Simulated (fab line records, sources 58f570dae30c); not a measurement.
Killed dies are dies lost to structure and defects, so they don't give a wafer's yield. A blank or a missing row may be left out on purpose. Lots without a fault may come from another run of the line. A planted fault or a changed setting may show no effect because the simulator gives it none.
Which tool did it? | flow berkeley_cmos170 | 15 lots, 45 wafers sampled, at 2 steps of a route of 331

WHAT THE GAUGES READ, wafer by wafer
UCB170_PSD_OVL_MEAS_07.
lot  | measured     | on         | PSD_OVL (nm)
L949 | day 7 22:55  | overlay-02 | -8 -3 -15
L954 | day 9 05:21  | overlay-02 | -6 3 4
L956 | day 9 05:22  | overlay-01 | 4 4 2
L957 | day 9 19:26  | overlay-02 | 3 -1 1
L961 | day 9 19:49  | overlay-02 | -3 1 6
L958 | day 9 20:01  | overlay-01 | 5 -4 -5
L959 | day 9 20:10  | overlay-01 | 7 7 -2
L963 | day 10 07:25 | overlay-01 | 6 -4 3
L960 | day 10 07:42 | overlay-02 | 5 4 4
L967 | day 11 05:44 | overlay-02 | 3 -2 -6
L965 | day 11 06:00 | overlay-02 | -159 -157 -154
L964 | day 11 06:16 | overlay-02 | -157 -154 -160
L969 | day 12 02:24 | overlay-01 | -148 -153 -154
L971 | day 12 12:49 | overlay-02 | -9 -7 -6
L970 | day 12 19:14 | overlay-02 | 5 -5 6

WHICH TOOL RAN EACH LOT (tool, then ch and the chambers of the sampled wafers, then the start)
lot  | UCB170_PSD_EXPOSE_03
L949 | krf_scanner-01 ch 0, day 7 22:08
L954 | krf_scanner-01 ch 0, day 9 04:23
L956 | krf_scanner-02 ch 0, day 9 04:38
L957 | krf_scanner-02 ch 0, day 9 18:42
L961 | krf_scanner-01 ch 0, day 9 18:56
L958 | krf_scanner-01 ch 0, day 9 19:05
L959 | krf_scanner-02 ch 0, day 9 19:25
L963 | krf_scanner-01 ch 0, day 10 06:39
L960 | krf_scanner-02 ch 0, day 10 07:01
L967 | krf_scanner-01 ch 0, day 11 05:14
L965 | krf_scanner-02 ch 0, day 11 05:32
L964 | krf_scanner-02 ch 0, day 11 05:35
L969 | krf_scanner-02 ch 0, day 12 01:56
L971 | krf_scanner-01 ch 0, day 12 11:53
L970 | krf_scanner-01 ch 0, day 12 18:19
- UCB170_PSD_EXPOSE_03: exposes mask PSELECT MOD, target cd 1200 nm.

WHAT THE TOOLS THEMSELVES READ (means of the sampled wafers that have a number; where no wafer has one, the mark that the record gives instead)
The record holds no such reading with a usual standard deviation.

THE ANSWER, worked out from the rows above alone
Rule: what is usual is taken from the lots themselves. Put in order of their means at a reading, lots are off if they are a third of the lots or fewer, leave a main group of 4 or more, and stand apart from it by a gap of 3 or more times the standard deviation of the main group's means; of several such gaps the widest counts. A main group whose means are all the same, to the digits that the tables above print for the reading, isn't used. A lot without any number at a reading at which 4 lots or more have one is off too. The other lots that the step has rows for count as sound. The gauges are gone through in route order, then the tools' own readings, and for those a lot's mean is taken as printed above. The first step at which some lot is off is used, and at that step the reading that is off furthest; a lot without a number counts as furthest.
Off: L965, L964, L969, at UCB170_PSD_OVL_MEAS_07 (PSD_OVL). The main group: mean -0 nm, standard deviation 4.
A tool fits if, at a process step before that reading, it ran every lot that is off, and no sound lot after the first of them. The gauges at UCB170_PSD_OVL_MEAS_07 are tried like those tools. One fits: krf_scanner-02 at UCB170_PSD_EXPOSE_03. Its last sound lot is L960 (day 10 07:01), its first lot that is off L965 (day 11 05:32): a fault that began between those two fits.

WHAT THE SIMULATOR HAD PUT IN
Scanner matching overlay: krf_scanner-02, from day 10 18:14 on, at UCB170_PSD_EXPOSE_03. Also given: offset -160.
Lots struck among those shown: L965, L964, L969. The rule above found the same.
